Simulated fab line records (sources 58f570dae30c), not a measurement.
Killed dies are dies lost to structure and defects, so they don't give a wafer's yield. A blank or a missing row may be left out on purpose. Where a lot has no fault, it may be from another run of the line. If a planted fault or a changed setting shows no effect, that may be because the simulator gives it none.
Commonality check across tools -- flow berkeley_cmos170 -- Lots sampled 16, wafers sampled 48

WHY IT WAS OPENED
Of 16 lots, 4 have the reading GATE_POLY_THK flagged at UCB170_GATE_THK_MEAS_05. Fault-free wafers read 214.1 nm, with a standard deviation of 2.1.
Rule: a lot gets a flag if all its wafers with a number sit over 4 standard deviations from that mean, or if no wafer of it has a number. The other lots count as sound.

lot,measured,on,"GATE_POLY_THK (nm), wafer by wafer",flag
L699,day 7 05:26,film_metro-03,216.2 216.8 216.6,
L700,day 7 05:26,film_metro-02,213.3 214.5 215.6,
L702,day 7 19:59,film_metro-03,211.7 209.9 210.1,
L703,day 7 20:01,film_metro-02,210.2 213.1 211.6,
L705,day 8 05:42,film_metro-01,216.5 217.3 215.4,
L708,day 8 14:41,film_metro-03,124.2 123.3 123.7,FLAGGED
L709,day 8 14:43,film_metro-02,121.1 120.4 122.4,FLAGGED
L706,day 8 14:44,film_metro-03,121.9 121.1 124.5,FLAGGED
L707,day 8 14:46,film_metro-02,121.7 121.2 120.6,FLAGGED
L713,day 10 02:52,film_metro-02,215.8 216.5 214.2,
L716,day 11 03:10,film_metro-03,214.5 215.1 213.2,
L717,day 11 03:10,film_metro-02,211.6 212.7 213.7,
L719,day 11 20:35,film_metro-01,210.5 210.6 210.2,
L721,day 11 20:35,film_metro-02,214.9 216.2 217.0,
L720,day 11 20:39,film_metro-02,212.0 213.6 213.6,
L722,day 12 02:51,film_metro-03,215.0 213.8 215.1,
Average over the flagged lots: 122.2 nm; offset from the usual -91.9 nm, equal to -44 standard deviations.

TOOL THAT RAN EACH LOT
The record holds 1 process step before the reading, out of a route of 331 steps. Cell contents, in order: the tool; ch with the chambers the sampled wafers went through; the start.
lot,flag,UCB170_GATE_CVD_04
L699,,"lpcvd-02 ch 0, day 7 04:02"
L700,,"lpcvd-02 ch 1, day 7 04:02"
L702,,"lpcvd-01 ch 0, day 7 17:53"
L703,,"lpcvd-01 ch 1, day 7 17:53"
L705,,"lpcvd-02 ch 1, day 8 04:18"
L708,FLAGGED,"lpcvd-01 ch 1, day 8 12:34"
L709,FLAGGED,"lpcvd-01 ch 1, day 8 12:34"
L706,FLAGGED,"lpcvd-01 ch 1, day 8 12:34"
L707,FLAGGED,"lpcvd-01 ch 1, day 8 12:34"
L713,,"lpcvd-02 ch 1, day 10 01:28"
L716,,"lpcvd-01 ch 0, day 11 01:45"
L717,,"lpcvd-01 ch 0, day 11 01:45"
L719,,"lpcvd-01 ch 0, day 11 19:11"
L721,,"lpcvd-01 ch 0, day 11 19:11"
L720,,"lpcvd-01 ch 1, day 11 19:11"
L722,,"lpcvd-02 ch 1, day 12 01:26"
What is done by these steps:
- UCB170_GATE_CVD_04: deposits poly-Si from SiH4, time 1440 s, target thk 214 nm.
- UCB170_GATE_THK_MEAS_05

FLAGGED AGAINST TOTAL, ONE TOOL AT A TIME (gauges that did the reading follow at the end)
step,tool,lots run,flagged,share of the flagged lots,sound lots run after its first flagged lot
UCB170_GATE_CVD_04,lpcvd-01,11,4,all,"5 (L716,L717,L719,L720,L721)"
UCB170_GATE_CVD_04,lpcvd-02,5,0,none,-
UCB170_GATE_THK_MEAS_05,film_metro-01,2,0,none,-
UCB170_GATE_THK_MEAS_05,film_metro-02,8,2,some,"4 (L713,L717,L721,L720)"
UCB170_GATE_THK_MEAS_05,film_metro-03,6,2,some,"2 (L716,L722)"

WHAT IS ALLOWED BY THE TABLE
All flagged lots share 1 row of the table, namely lpcvd-01 at UCB170_GATE_CVD_04.
- lpcvd-01 at UCB170_GATE_CVD_04: 4 of its 11 lots flagged. Sound lots ran on it after the first flagged one (L716, L717, L719, L720, L721), which a lasting fault on the whole tool wouldn't allow.
There is no row in the table that ran each flagged lot and no sound lot after the first.

WHAT HAD BEEN PUT IN BY THE SIMULATOR
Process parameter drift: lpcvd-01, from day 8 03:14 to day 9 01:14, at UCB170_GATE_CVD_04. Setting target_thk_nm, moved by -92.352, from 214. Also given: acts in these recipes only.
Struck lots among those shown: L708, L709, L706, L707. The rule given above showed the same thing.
